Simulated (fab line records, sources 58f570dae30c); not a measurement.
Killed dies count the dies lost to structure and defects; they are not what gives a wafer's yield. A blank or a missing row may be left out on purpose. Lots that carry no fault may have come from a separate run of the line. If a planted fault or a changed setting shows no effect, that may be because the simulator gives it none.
Split-lot study / flow berkeleyCmos170 / route with 331 steps; 5 lots, 23 wafers read

== THE SPLIT ITSELF ==
At UCB170_PFIELD_COAT_01 (resist thk 900 nm), the setting spinRpm was moved away from the recipe's 1500 rpm on 7 of the 23 wafers read, by -3.9% to +7.5%. This setting was run at the recipe's value on the other wafers.

Reading taken at the split's own step.

== THE READING ==
KrF_of_PFIELD_COAT_01.thkNm (the simulator's own value, which no gauge read), in nm, at UCB170_PFIELD_COAT_01 (resist thk 900 nm). There is no usual value for it anywhere in the file. Here, 16 wafers ran the recipe; their average is 901.7 nm with a standard deviation of 1.8 nm.

wafer=L076.1; tool, chamber at the split=lithoTrack-03, 0; spinRpm as run, rpm=1500; against the recipe=recipe; KrF_of_PFIELD_COAT_01.thkNm, nm=900.6; against lot-mates on the recipe=-
wafer=L076.2; tool, chamber at the split=lithoTrack-03, 0; spinRpm as run, rpm=1500; against the recipe=recipe; KrF_of_PFIELD_COAT_01.thkNm, nm=900.2; against lot-mates on the recipe=-
wafer=L076.3; tool, chamber at the split=lithoTrack-03, 0; spinRpm as run, rpm=1500; against the recipe=recipe; KrF_of_PFIELD_COAT_01.thkNm, nm=903.7; against lot-mates on the recipe=-
wafer=L076.4; tool, chamber at the split=lithoTrack-03, 0; spinRpm as run, rpm=1500; against the recipe=recipe; KrF_of_PFIELD_COAT_01.thkNm, nm=900.5; against lot-mates on the recipe=-
wafer=L076.6; tool, chamber at the split=lithoTrack-03, 0; spinRpm as run, rpm=1500; against the recipe=recipe; KrF_of_PFIELD_COAT_01.thkNm, nm=899.8; against lot-mates on the recipe=-
wafer=L077.1; tool, chamber at the split=lithoTrack-02, 0; spinRpm as run, rpm=1500; against the recipe=recipe; KrF_of_PFIELD_COAT_01.thkNm, nm=903.7; against lot-mates on the recipe=-
wafer=L077.2; tool, chamber at the split=lithoTrack-02, 0; spinRpm as run, rpm=1500; against the recipe=recipe; KrF_of_PFIELD_COAT_01.thkNm, nm=901.4; against lot-mates on the recipe=-
wafer=L077.3; tool, chamber at the split=lithoTrack-02, 0; spinRpm as run, rpm=1557; against the recipe=+3.8%; KrF_of_PFIELD_COAT_01.thkNm, nm=880.8; against lot-mates on the recipe=-20.8
wafer=L077.4; tool, chamber at the split=lithoTrack-02, 0; spinRpm as run, rpm=1500; against the recipe=recipe; KrF_of_PFIELD_COAT_01.thkNm, nm=899.8; against lot-mates on the recipe=-
wafer=L077.6; tool, chamber at the split=lithoTrack-02, 0; spinRpm as run, rpm=1557; against the recipe=+3.8%; KrF_of_PFIELD_COAT_01.thkNm, nm=884.9; against lot-mates on the recipe=-16.7
wafer=L081.4; tool, chamber at the split=lithoTrack-02, 0; spinRpm as run, rpm=1500; against the recipe=recipe; KrF_of_PFIELD_COAT_01.thkNm, nm=904.4; against lot-mates on the recipe=-
wafer=L081.5; tool, chamber at the split=lithoTrack-02, 0; spinRpm as run, rpm=1500; against the recipe=recipe; KrF_of_PFIELD_COAT_01.thkNm, nm=902.6; against lot-mates on the recipe=-
wafer=L081.6; tool, chamber at the split=lithoTrack-02, 0; spinRpm as run, rpm=1500; against the recipe=recipe; KrF_of_PFIELD_COAT_01.thkNm, nm=901.8; against lot-mates on the recipe=-
wafer=L085.1; tool, chamber at the split=lithoTrack-02, 0; spinRpm as run, rpm=1500; against the recipe=recipe; KrF_of_PFIELD_COAT_01.thkNm, nm=903.1; against lot-mates on the recipe=-
wafer=L085.2; tool, chamber at the split=lithoTrack-02, 0; spinRpm as run, rpm=1500; against the recipe=recipe; KrF_of_PFIELD_COAT_01.thkNm, nm=898.6; against lot-mates on the recipe=-
wafer=L085.4; tool, chamber at the split=lithoTrack-02, 0; spinRpm as run, rpm=1500; against the recipe=recipe; KrF_of_PFIELD_COAT_01.thkNm, nm=902.1; against lot-mates on the recipe=-
wafer=L085.5; tool, chamber at the split=lithoTrack-02, 0; spinRpm as run, rpm=1442; against the recipe=-3.9%; KrF_of_PFIELD_COAT_01.thkNm, nm=918.4; against lot-mates on the recipe=+17.1
wafer=L085.6; tool, chamber at the split=lithoTrack-02, 0; spinRpm as run, rpm=1442; against the recipe=-3.9%; KrF_of_PFIELD_COAT_01.thkNm, nm=918.1; against lot-mates on the recipe=+16.8
wafer=L084.1; tool, chamber at the split=lithoTrack-02, 0; spinRpm as run, rpm=1500; against the recipe=recipe; KrF_of_PFIELD_COAT_01.thkNm, nm=900.8; against lot-mates on the recipe=-
wafer=L084.2; tool, chamber at the split=lithoTrack-02, 0; spinRpm as run, rpm=1612; against the recipe=+7.5%; KrF_of_PFIELD_COAT_01.thkNm, nm=871.3; against lot-mates on the recipe=-31.5
wafer=L084.3; tool, chamber at the split=lithoTrack-02, 0; spinRpm as run, rpm=1612; against the recipe=+7.5%; KrF_of_PFIELD_COAT_01.thkNm, nm=872; against lot-mates on the recipe=-30.8
wafer=L084.5; tool, chamber at the split=lithoTrack-02, 0; spinRpm as run, rpm=1500; against the recipe=recipe; KrF_of_PFIELD_COAT_01.thkNm, nm=904.7; against lot-mates on the recipe=-
wafer=L084.6; tool, chamber at the split=lithoTrack-02, 0; spinRpm as run, rpm=1612; against the recipe=+7.5%; KrF_of_PFIELD_COAT_01.thkNm, nm=869.1; against lot-mates on the recipe=-33.6

THE FIT
A straight line over all 23 wafers: KrF_of_PFIELD_COAT_01.thkNm changes by -4.25 nm for each +1% of spinRpm; r = -0.99; the points scatter about the line by 1.9 nm.
The same after taking each lot's own level away (the mean of its wafers on the recipe; 23 wafers): -4.37 nm for each +1%; r = -0.99; scatter 1.7 nm.
According to that fit, moving spinRpm by its largest amount changes the reading by 33 nm.
From 900.96 to 902.93 nm: that is the span of the lots' own levels, equal to 1.1 times the standard deviation above.
Consequently the slope shifts little with the lot-to-lot level, the two slopes agreeing.
Check: with one of the wafers moved furthest among these (+7.5%) left out of the fit, the line predicts -33.1 nm for it against its lot-mates. It came out at -31.5 nm against them.

== OTHER SPLITS APPLIED TO THESE WAFERS ==
Before the reading, these wafers also passed through other splits. Each is held against what the fit with the lots' levels taken away leaves over:
other split on the same wafers=UCB170_ZERO_COAT_01 resistThkNm; wafers away from the commonest value=4; r with KrF_of_PFIELD_COAT_01.thkNm (lot level and that fit taken away)=+0.11
other split on the same wafers=UCB170_NWELL_OXIDATION_01 tempC; wafers away from the commonest value=18; r with KrF_of_PFIELD_COAT_01.thkNm (lot level and that fit taken away)=+0.10
other split on the same wafers=UCB170_PWELL_OXIDATION_02 tempC; wafers away from the commonest value=18; r with KrF_of_PFIELD_COAT_01.thkNm (lot level and that fit taken away)=-0.24
other split on the same wafers=UCB170_PWELL_IMPLANT_15 energyKev; wafers away from the commonest value=10; r with KrF_of_PFIELD_COAT_01.thkNm (lot level and that fit taken away)=-0.04

== THE WHOLE CHAIN: every reading that the file lists as answering this split, in the file's order ==
step=UCB170_PFIELD_COAT_01; what it does=resist thk 900 nm; reading=KrF_of_PFIELD_COAT_01.thkNm (the simulator's own value, which no gauge read); change (the file's fit)=-4.41 nm for each +1% of the setting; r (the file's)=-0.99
step=UCB170_PFIELD_STRIP_08; what it does=strips in O2; reading=stripTimeToEndpointS; change (the file's fit)=withheld for each +1% of the setting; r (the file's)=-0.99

== FILE'S OWN FIT ==
KrF_of_PFIELD_COAT_01.thkNm changes by -4.41 nm for each +1% of spinRpm, r = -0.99.
